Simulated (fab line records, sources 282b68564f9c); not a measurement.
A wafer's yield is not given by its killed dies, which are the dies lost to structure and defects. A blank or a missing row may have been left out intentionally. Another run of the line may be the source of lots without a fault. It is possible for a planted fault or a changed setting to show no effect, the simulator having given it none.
Tool commonality check :: flow rit_cmos :: 39 wafers sampled across 13 lots

## REASON IT WAS OPENED
On 1 of the 13 lots, a flag is raised at RIT_M1_CD_MEAS_09 on the reading cd_nm. Wafers without a fault read 2600.6 nm, standard deviation 2.4.
Rule: flag the lot when none of its wafers has a number, or when each of its wafers that has one lies beyond 4 standard deviations from that mean. The other lots count as sound.

lot: L460
measured: day 3 13:15
on: cd_sem-01
cd_nm (nm), wafer by wafer: 2599.0 2598.9 2599.0
flag: 

lot: L461
measured: day 3 18:37
on: cd_sem-01
cd_nm (nm), wafer by wafer: 2597.3 2597.2 2600.4
flag: 

lot: L462
measured: day 3 22:53
on: cd_sem-01
cd_nm (nm), wafer by wafer: 2249.0 2249.7 2249.4
flag: FLAGGED

lot: L468
measured: day 5 04:18
on: cd_sem-01
cd_nm (nm), wafer by wafer: 2605.3 2603.9 2603.5
flag: 

lot: L469
measured: day 5 09:16
on: cd_sem-01
cd_nm (nm), wafer by wafer: 2601.1 2603.8 2599.0
flag: 

lot: L471
measured: day 5 18:23
on: cd_sem-01
cd_nm (nm), wafer by wafer: 2595.2 2595.8 2599.4
flag: 

lot: L473
measured: day 6 01:52
on: cd_sem-01
cd_nm (nm), wafer by wafer: 2602.2 2603.3 2600.9
flag: 

lot: L474
measured: day 6 05:13
on: cd_sem-01
cd_nm (nm), wafer by wafer: 2601.5 2602.4 2603.8
flag: 

lot: L477
measured: day 7 01:32
on: cd_sem-01
cd_nm (nm), wafer by wafer: 2599.1 2599.5 2597.5
flag: 

lot: L479
measured: day 7 08:55
on: cd_sem-01
cd_nm (nm), wafer by wafer: 2601.1 2603.0 2599.8
flag: 

lot: L480
measured: day 7 16:20
on: cd_sem-02
cd_nm (nm), wafer by wafer: 2601.5 2600.9 2601.4
flag: 

lot: L482
measured: day 8 04:43
on: cd_sem-02
cd_nm (nm), wafer by wafer: 2604.4 2606.4 2603.5
flag: 

lot: L483
measured: day 8 06:43
on: cd_sem-02
cd_nm (nm), wafer by wafer: 2596.9 2596.7 2599.8
flag: 
The numbers of the flagged lots are 2249.4 nm on average: -351.2 nm against the usual, or -99 or more standard deviations.

## EACH LOT AND THE TOOL IT RAN ON
The record holds 2 process steps before the reading, out of a route of 202 steps. Read each cell as the tool, then ch plus the chambers that the sampled wafers visited, then the start.
lot: L460
flag: 
RIT_CONTACT_CVD_00: pecvd-03 ch 0,1, day 3 09:23
RIT_M1_EXPOSE_06: iline_stepper-02 ch 0, day 3 12:49

lot: L461
flag: 
RIT_CONTACT_CVD_00: pecvd-02 ch 0,2, day 3 14:46
RIT_M1_EXPOSE_06: iline_stepper-02 ch 0, day 3 18:11

lot: L462
flag: FLAGGED
RIT_CONTACT_CVD_00: pecvd-01 ch 0,1, day 3 19:10
RIT_M1_EXPOSE_06: iline_stepper-02 ch 0, day 3 22:27

lot: L468
flag: 
RIT_CONTACT_CVD_00: pecvd-01 ch 0,1,2, day 5 00:26
RIT_M1_EXPOSE_06: iline_stepper-02 ch 0, day 5 03:52

lot: L469
flag: 
RIT_CONTACT_CVD_00: pecvd-03 ch 0,2, day 5 05:25
RIT_M1_EXPOSE_06: iline_stepper-02 ch 0, day 5 08:41

lot: L471
flag: 
RIT_CONTACT_CVD_00: pecvd-01 ch 0,1, day 5 14:34
RIT_M1_EXPOSE_06: iline_stepper-01 ch 0, day 5 17:57

lot: L473
flag: 
RIT_CONTACT_CVD_00: pecvd-02 ch 0,1, day 5 21:53
RIT_M1_EXPOSE_06: iline_stepper-02 ch 0, day 6 01:26

lot: L474
flag: 
RIT_CONTACT_CVD_00: pecvd-01 ch 0,1,2, day 6 01:17
RIT_M1_EXPOSE_06: iline_stepper-01 ch 0, day 6 04:47

lot: L477
flag: 
RIT_CONTACT_CVD_00: pecvd-01 ch 0,1, day 6 21:54
RIT_M1_EXPOSE_06: iline_stepper-01 ch 0, day 7 01:06

lot: L479
flag: 
RIT_CONTACT_CVD_00: pecvd-02 ch 0,1,2, day 7 05:10
RIT_M1_EXPOSE_06: iline_stepper-01 ch 0, day 7 08:29

lot: L480
flag: 
RIT_CONTACT_CVD_00: pecvd-01 ch 0,1, day 7 12:37
RIT_M1_EXPOSE_06: iline_stepper-02 ch 0, day 7 15:54

lot: L482
flag: 
RIT_CONTACT_CVD_00: pecvd-02 ch 0,1, day 8 00:35
RIT_M1_EXPOSE_06: iline_stepper-02 ch 0, day 8 04:17

lot: L483
flag: 
RIT_CONTACT_CVD_00: pecvd-01 ch 0,1,2, day 8 02:52
RIT_M1_EXPOSE_06: iline_stepper-01 ch 0, day 8 06:16
What the steps here do:
- RIT_CONTACT_CVD_00: deposits SiO2 from TEOS, target thk 400 nm, time 61 s.
- RIT_M1_EXPOSE_06: exposes mask M12, target cd 2600 nm.
- RIT_M1_CD_MEAS_09: target cd 2600 nm.

## FLAGGED AGAINST TOTAL, ONE TOOL AT A TIME (gauges that did the reading follow at the end)
step: RIT_CONTACT_CVD_00
tool: pecvd-01
lots run: 7
flagged: 1
share of the flagged lots: all
sound lots run after its first flagged lot: 6 (L468,L471,L474,L477,L480,L483)

step: RIT_CONTACT_CVD_00
tool: pecvd-02
lots run: 4
flagged: 0
share of the flagged lots: none
sound lots run after its first flagged lot: -

step: RIT_CONTACT_CVD_00
tool: pecvd-03
lots run: 2
flagged: 0
share of the flagged lots: none
sound lots run after its first flagged lot: -

step: RIT_M1_EXPOSE_06
tool: iline_stepper-01
lots run: 5
flagged: 0
share of the flagged lots: none
sound lots run after its first flagged lot: -

step: RIT_M1_EXPOSE_06
tool: iline_stepper-02
lots run: 8
flagged: 1
share of the flagged lots: all
sound lots run after its first flagged lot: 5 (L468,L469,L473,L480,L482)

step: RIT_M1_CD_MEAS_09
tool: cd_sem-01
lots run: 10
flagged: 1
share of the flagged lots: all
sound lots run after its first flagged lot: 7 (L468,L469,L471,L473,L474,L477,L479)

step: RIT_M1_CD_MEAS_09
tool: cd_sem-02
lots run: 3
flagged: 0
share of the flagged lots: none
sound lots run after its first flagged lot: -

## WHAT THE TABLE PERMITS
In the table, 3 rows ran each flagged lot (pecvd-01 at RIT_CONTACT_CVD_00; iline_stepper-02 at RIT_M1_EXPOSE_06; cd_sem-01 at RIT_M1_CD_MEAS_09).
- pecvd-01 at RIT_CONTACT_CVD_00: 1 of its 7 lots flagged. Sound lots ran on it after the first flagged one (L468, L471, L474, L477, L480, L483), which a lasting fault on the whole tool wouldn't allow.
- iline_stepper-02 at RIT_M1_EXPOSE_06: 1 of its 8 lots flagged. Sound lots ran on it after the first flagged one (L468, L469, L473, L480, L482), which a lasting fault on the whole tool wouldn't allow.
- cd_sem-01 at RIT_M1_CD_MEAS_09: 1 of its 10 lots flagged. Sound lots ran on it after the first flagged one (L468, L469, L471, L473, L474, L477, L479), which a lasting fault on the whole tool wouldn't allow.
There is no row in the table that ran each flagged lot and no sound lot after the first.

## WHAT THE SIMULATOR HAD INSERTED
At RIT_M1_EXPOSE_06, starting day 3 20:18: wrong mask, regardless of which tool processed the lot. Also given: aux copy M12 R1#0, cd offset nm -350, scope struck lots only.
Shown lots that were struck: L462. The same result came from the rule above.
